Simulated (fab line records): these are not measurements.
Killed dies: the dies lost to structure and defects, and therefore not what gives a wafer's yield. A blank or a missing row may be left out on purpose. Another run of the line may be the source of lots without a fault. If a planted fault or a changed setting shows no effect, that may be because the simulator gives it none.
Which tool was responsible? :: flow rit_cmos :: 45 wafers from 15 lots sampled at 5 of the route's 202 steps

== WHAT THE GAUGES SHOWED, per wafer ==
RIT_WELLDRIVE_RS_MEAS_02: measures by four-point-probe.
lot: L822
measured: day 2 08:17
on: film_metro-02
PWELL_RS (ohm/sq): 429.2 428.6 427.7

lot: L823
measured: day 2 15:32
on: film_metro-01
PWELL_RS (ohm/sq): 430.1 430.8 429.8

lot: L830
measured: day 4 01:40
on: film_metro-02
PWELL_RS (ohm/sq): 431.3 431.2 431.0

lot: L831
measured: day 4 06:44
on: film_metro-02
PWELL_RS (ohm/sq): 427.5 429.3 429.3

lot: L832
measured: day 4 08:34
on: film_metro-02
PWELL_RS (ohm/sq): 427.8 429.1 428.1

lot: L833
measured: day 4 13:07
on: film_metro-01
PWELL_RS (ohm/sq): 429.2 429.9 428.3

lot: L834
measured: day 4 20:17
on: film_metro-02
PWELL_RS (ohm/sq): 429.5 429.3 430.3

lot: L835
measured: day 5 01:35
on: film_metro-02
PWELL_RS (ohm/sq): 427.3 428.7 428.2

lot: L836
measured: day 5 03:07
on: film_metro-02
PWELL_RS (ohm/sq): 429.8 430.7 429.6

lot: L837
measured: day 5 09:02
on: film_metro-01
PWELL_RS (ohm/sq): 428.1 429.1 429.9

lot: L838
measured: day 5 16:02
on: film_metro-02
PWELL_RS (ohm/sq): 430.2 428.8 430.6

lot: L840
measured: day 5 23:19
on: film_metro-02
PWELL_RS (ohm/sq): 430.5 432.6 430.6

lot: L842
measured: day 6 14:25
on: film_metro-03
PWELL_RS (ohm/sq): 430.6 430.8 429.0

lot: L843
measured: day 6 17:44
on: film_metro-03
PWELL_RS (ohm/sq): 429.1 429.9 429.7

lot: L844
measured: day 7 00:44
on: film_metro-01
PWELL_RS (ohm/sq): 430.1 428.5 429.3

RIT_PLDD_TW_MEAS_10.
lot: L822
measured: day 3 06:19
on: film_metro-03
PLDD_TW: 2316 2325 2338

lot: L823
measured: day 3 08:01
on: film_metro-04
PLDD_TW: 2326 2319 2323

lot: L830
measured: day 4 19:24
on: film_metro-04
PLDD_TW: 2311 2303 2319

lot: L831
measured: day 4 21:57
on: film_metro-01
PLDD_TW: 2332 2338 2333

lot: L832
measured: day 5 00:20
on: film_metro-01
PLDD_TW: 30 30 30

lot: L833
measured: day 5 07:11
on: film_metro-01
PLDD_TW: 30 30 30

lot: L834
measured: day 5 14:23
on: film_metro-04
PLDD_TW: 30 30 30

lot: L835
measured: day 5 16:28
on: film_metro-04
PLDD_TW: 2328 2327 2329

lot: L836
measured: day 5 18:50
on: film_metro-04
PLDD_TW: 2323 2333 2337

lot: L837
measured: day 6 05:07
on: film_metro-03
PLDD_TW: 2329 2334 2340

lot: L838
measured: day 6 08:53
on: film_metro-04
PLDD_TW: 2321 2312 2326

lot: L840
measured: day 6 20:18
on: film_metro-01
PLDD_TW: 2337 2351 2344

lot: L842
measured: day 7 12:47
on: film_metro-04
PLDD_TW: 2327 2330 2334

lot: L843
measured: day 7 18:43
on: film_metro-01
PLDD_TW: 2338 2331 2328

lot: L844
measured: day 8 03:41
on: film_metro-04
PLDD_TW: 2338 2335 2341

== WHAT TOOL EACH LOT RAN ON (gives the tool, then ch and the chambers of the sampled wafers, and finally the start) ==
lot: L822
RIT_PWELL_STRIP_09: plasma_asher-02 ch 0, day 2 02:31
RIT_NRETRO_STRIP_09: plasma_asher-01 ch 1, day 2 09:41
RIT_NLDD_STRIP_09: plasma_asher-02 ch 0,1, day 3 04:23

lot: L823
RIT_PWELL_STRIP_09: plasma_asher-01 ch 0,1, day 2 06:47
RIT_NRETRO_STRIP_09: plasma_asher-04 ch 0,1, day 2 17:05
RIT_NLDD_STRIP_09: plasma_asher-02 ch 0,1, day 3 06:24

lot: L830
RIT_PWELL_STRIP_09: plasma_asher-03 ch 0,1, day 3 20:15
RIT_NRETRO_STRIP_09: plasma_asher-03 ch 0,1, day 4 03:07
RIT_NLDD_STRIP_09: plasma_asher-02 ch 0,1, day 4 17:43

lot: L831
RIT_PWELL_STRIP_09: plasma_asher-01 ch 0,1, day 4 00:20
RIT_NRETRO_STRIP_09: plasma_asher-03 ch 0,1, day 4 08:16
RIT_NLDD_STRIP_09: plasma_asher-02 ch 0,1, day 4 20:09

lot: L832
RIT_PWELL_STRIP_09: plasma_asher-01 ch 0,1, day 4 02:11
RIT_NRETRO_STRIP_09: plasma_asher-03 ch 0,1, day 4 10:08
RIT_NLDD_STRIP_09: plasma_asher-02 ch 0,1, day 4 22:47

lot: L833
RIT_PWELL_STRIP_09: plasma_asher-01 ch 0,1, day 4 07:19
RIT_NRETRO_STRIP_09: plasma_asher-01 ch 0,1, day 4 14:42
RIT_NLDD_STRIP_09: plasma_asher-01 ch 0,1, day 5 05:32

lot: L834
RIT_PWELL_STRIP_09: plasma_asher-03 ch 0,1, day 4 14:08
RIT_NRETRO_STRIP_09: plasma_asher-03 ch 0,1, day 4 21:41
RIT_NLDD_STRIP_09: plasma_asher-02 ch 0,1, day 5 12:39

lot: L835
RIT_PWELL_STRIP_09: plasma_asher-02 ch 0,1, day 4 18:56
RIT_NRETRO_STRIP_09: plasma_asher-04 ch 0,1, day 5 03:02
RIT_NLDD_STRIP_09: plasma_asher-02 ch 0,1, day 5 14:52

lot: L836
RIT_PWELL_STRIP_09: plasma_asher-01 ch 0,1, day 4 21:40
RIT_NRETRO_STRIP_09: plasma_asher-03 ch 0,1, day 5 04:47
RIT_NLDD_STRIP_09: plasma_asher-02 ch 0,1, day 5 17:10

lot: L837
RIT_PWELL_STRIP_09: plasma_asher-02 ch 1, day 5 03:35
RIT_NRETRO_STRIP_09: plasma_asher-03 ch 0,1, day 5 10:35
RIT_NLDD_STRIP_09: plasma_asher-01 ch 0,1, day 6 03:26

lot: L838
RIT_PWELL_STRIP_09: plasma_asher-01 ch 0,1, day 5 09:37
RIT_NRETRO_STRIP_09: plasma_asher-04 ch 0,1, day 5 17:37
RIT_NLDD_STRIP_09: plasma_asher-01 ch 0,1, day 6 07:10

lot: L840
RIT_PWELL_STRIP_09: plasma_asher-03 ch 0,1, day 5 17:11
RIT_NRETRO_STRIP_09: plasma_asher-01 ch 0,1, day 6 01:00
RIT_NLDD_STRIP_09: plasma_asher-01 ch 0,1, day 6 18:25

lot: L842
RIT_PWELL_STRIP_09: plasma_asher-02 ch 0,1, day 6 05:41
RIT_NRETRO_STRIP_09: plasma_asher-04 ch 0,1, day 6 15:52
RIT_NLDD_STRIP_09: plasma_asher-03 ch 0,1, day 7 11:14

lot: L843
RIT_PWELL_STRIP_09: plasma_asher-02 ch 0,1, day 6 12:07
RIT_NRETRO_STRIP_09: plasma_asher-04 ch 0,1, day 6 19:10
RIT_NLDD_STRIP_09: plasma_asher-01 ch 0,1, day 7 16:59

lot: L844
RIT_PWELL_STRIP_09: plasma_asher-03 ch 0,1, day 6 16:28
RIT_NRETRO_STRIP_09: plasma_asher-03 ch 0,1, day 7 02:19
RIT_NLDD_STRIP_09: plasma_asher-02 ch 0,1, day 8 02:06
- RIT_PWELL_STRIP_09: strips in O2, time 180 s.
- RIT_NRETRO_STRIP_09: strips in O2, time 180 s.
- RIT_NLDD_STRIP_09: strips in O2, time 180 s.

== AS READ BY THE TOOLS THEMSELVES (means over the sampled wafers that have a number; for cases with no such wafer, the mark the record gives instead) ==
RIT_PWELL_STRIP_09.
lot: L822
tool: plasma_asher-02
chamber_pressure_mTorr (mTorr): 4002
drypump_motor_current_A (A): 6.26

lot: L823
tool: plasma_asher-01
chamber_pressure_mTorr (mTorr): 3999
drypump_motor_current_A (A): 5.71

lot: L830
tool: plasma_asher-03
chamber_pressure_mTorr (mTorr): 3998
drypump_motor_current_A (A): 5.68

lot: L831
tool: plasma_asher-01
chamber_pressure_mTorr (mTorr): 4000
drypump_motor_current_A (A): 5.70

lot: L832
tool: plasma_asher-01
chamber_pressure_mTorr (mTorr): 4000
drypump_motor_current_A (A): 5.68

lot: L833
tool: plasma_asher-01
chamber_pressure_mTorr (mTorr): 4003
drypump_motor_current_A (A): 5.66

lot: L834
tool: plasma_asher-03
chamber_pressure_mTorr (mTorr): 4000
drypump_motor_current_A (A): 5.68

lot: L835
tool: plasma_asher-02
chamber_pressure_mTorr (mTorr): 4000
drypump_motor_current_A (A): 6.16

lot: L836
tool: plasma_asher-01
chamber_pressure_mTorr (mTorr): 3999
drypump_motor_current_A (A): 5.68

lot: L837
tool: plasma_asher-02
chamber_pressure_mTorr (mTorr): 3998
drypump_motor_current_A (A): 5.96

lot: L838
tool: plasma_asher-01
chamber_pressure_mTorr (mTorr): 4002
drypump_motor_current_A (A): 5.69

lot: L840
tool: plasma_asher-03
chamber_pressure_mTorr (mTorr): 4002
drypump_motor_current_A (A): 5.69

lot: L842
tool: plasma_asher-02
chamber_pressure_mTorr (mTorr): 4001
drypump_motor_current_A (A): 6.16

lot: L843
tool: plasma_asher-02
chamber_pressure_mTorr (mTorr): 4002
drypump_motor_current_A (A): 6.06

lot: L844
tool: plasma_asher-03
chamber_pressure_mTorr (mTorr): 3997
drypump_motor_current_A (A): 5.68

RIT_NRETRO_STRIP_09.
lot: L822
tool: plasma_asher-01
chamber_pressure_mTorr (mTorr): 4000
drypump_motor_current_A (A): 5.74

lot: L823
tool: plasma_asher-04
chamber_pressure_mTorr (mTorr): 4000
drypump_motor_current_A (A): 5.52

lot: L830
tool: plasma_asher-03
chamber_pressure_mTorr (mTorr): 4001
drypump_motor_current_A (A): 5.71

lot: L831
tool: plasma_asher-03
chamber_pressure_mTorr (mTorr): 3999
drypump_motor_current_A (A): 5.71

lot: L832
tool: plasma_asher-03
chamber_pressure_mTorr (mTorr): 4000
drypump_motor_current_A (A): 5.68

lot: L833
tool: plasma_asher-01
chamber_pressure_mTorr (mTorr): 4001
drypump_motor_current_A (A): 5.69

lot: L834
tool: plasma_asher-03
chamber_pressure_mTorr (mTorr): 3999
drypump_motor_current_A (A): 5.68

lot: L835
tool: plasma_asher-04
chamber_pressure_mTorr (mTorr): 3999
drypump_motor_current_A (A): 5.33

lot: L836
tool: plasma_asher-03
chamber_pressure_mTorr (mTorr): 4001
drypump_motor_current_A (A): 5.69

lot: L837
tool: plasma_asher-03
chamber_pressure_mTorr (mTorr): 4003
drypump_motor_current_A (A): 5.71

lot: L838
tool: plasma_asher-04
chamber_pressure_mTorr (mTorr): 4002
drypump_motor_current_A (A): 5.34

lot: L840
tool: plasma_asher-01
chamber_pressure_mTorr (mTorr): 3999
drypump_motor_current_A (A): 5.67

lot: L842
tool: plasma_asher-04
chamber_pressure_mTorr (mTorr): 3997
drypump_motor_current_A (A): 5.54

lot: L843
tool: plasma_asher-04
chamber_pressure_mTorr (mTorr): 3998
drypump_motor_current_A (A): 5.36

lot: L844
tool: plasma_asher-03
chamber_pressure_mTorr (mTorr): 3999
drypump_motor_current_A (A): 5.69

RIT_NLDD_STRIP_09.
lot: L822
tool: plasma_asher-02
chamber_pressure_mTorr (mTorr): 4000
drypump_motor_current_A (A): 6.15

lot: L823
tool: plasma_asher-02
chamber_pressure_mTorr (mTorr): 4001
drypump_motor_current_A (A): 6.09

lot: L830
tool: plasma_asher-02
chamber_pressure_mTorr (mTorr): 4003
drypump_motor_current_A (A): 6.07

lot: L831
tool: plasma_asher-02
chamber_pressure_mTorr (mTorr): 4005
drypump_motor_current_A (A): 6.17

lot: L832
tool: plasma_asher-02
chamber_pressure_mTorr (mTorr): -
drypump_motor_current_A (A): -

lot: L833
tool: plasma_asher-01
chamber_pressure_mTorr (mTorr): -
drypump_motor_current_A (A): -

lot: L834
tool: plasma_asher-02
chamber_pressure_mTorr (mTorr): -
drypump_motor_current_A (A): -

lot: L835
tool: plasma_asher-02
chamber_pressure_mTorr (mTorr): 4000
drypump_motor_current_A (A): 6.17

lot: L836
tool: plasma_asher-02
chamber_pressure_mTorr (mTorr): 4002
drypump_motor_current_A (A): 6.08

lot: L837
tool: plasma_asher-01
chamber_pressure_mTorr (mTorr): 4000
drypump_motor_current_A (A): 5.69

lot: L838
tool: plasma_asher-01
chamber_pressure_mTorr (mTorr): 4001
drypump_motor_current_A (A): 5.68

lot: L840
tool: plasma_asher-01
chamber_pressure_mTorr (mTorr): 4002
drypump_motor_current_A (A): 5.68

lot: L842
tool: plasma_asher-03
chamber_pressure_mTorr (mTorr): 4002
drypump_motor_current_A (A): 5.68

lot: L843
tool: plasma_asher-01
chamber_pressure_mTorr (mTorr): 4002
drypump_motor_current_A (A): 5.65

lot: L844
tool: plasma_asher-02
chamber_pressure_mTorr (mTorr): 4002
drypump_motor_current_A (A): 6.08

== THE ANSWER, worked out from the rows above alone ==
Rule: the lots themselves supply what counts as usual. The widest of any qualifying gaps counts: lots, ordered by their means at a reading, are off when they make up no more than a third of the lots, leave a main group of 4 or more, and stand apart from it by 3 or more times the standard deviation of that group's means. Not used: any main group whose means are identical at the precision the tables above print for the reading. Also off: a lot with no number at a reading for which 4 or more lots have one. Where the step has rows for the other lots, those lots are counted as sound. After the gauges, taken in route order, come the tools' own readings; for these a lot's mean is taken, as printed above. At the first step where some lot is off, the reading lying furthest off is the one used; lots without a number count as furthest.
Off: L832, L833, L834, at RIT_PLDD_TW_MEAS_10 (PLDD_TW). For the main group the mean is 2329 and the standard deviation 8.4.
If a tool, at a process step before that reading, ran all the lots that are off and no sound lot after the first of them, it fits. Not tried: the gauges at RIT_PLDD_TW_MEAS_10; whatever is off there is also off at RIT_NLDD_STRIP_09, on other tools, and gauge error can't account for it. Not one of the candidates tried fits.

== WHAT THE SIMULATOR HAD PUT IN ==
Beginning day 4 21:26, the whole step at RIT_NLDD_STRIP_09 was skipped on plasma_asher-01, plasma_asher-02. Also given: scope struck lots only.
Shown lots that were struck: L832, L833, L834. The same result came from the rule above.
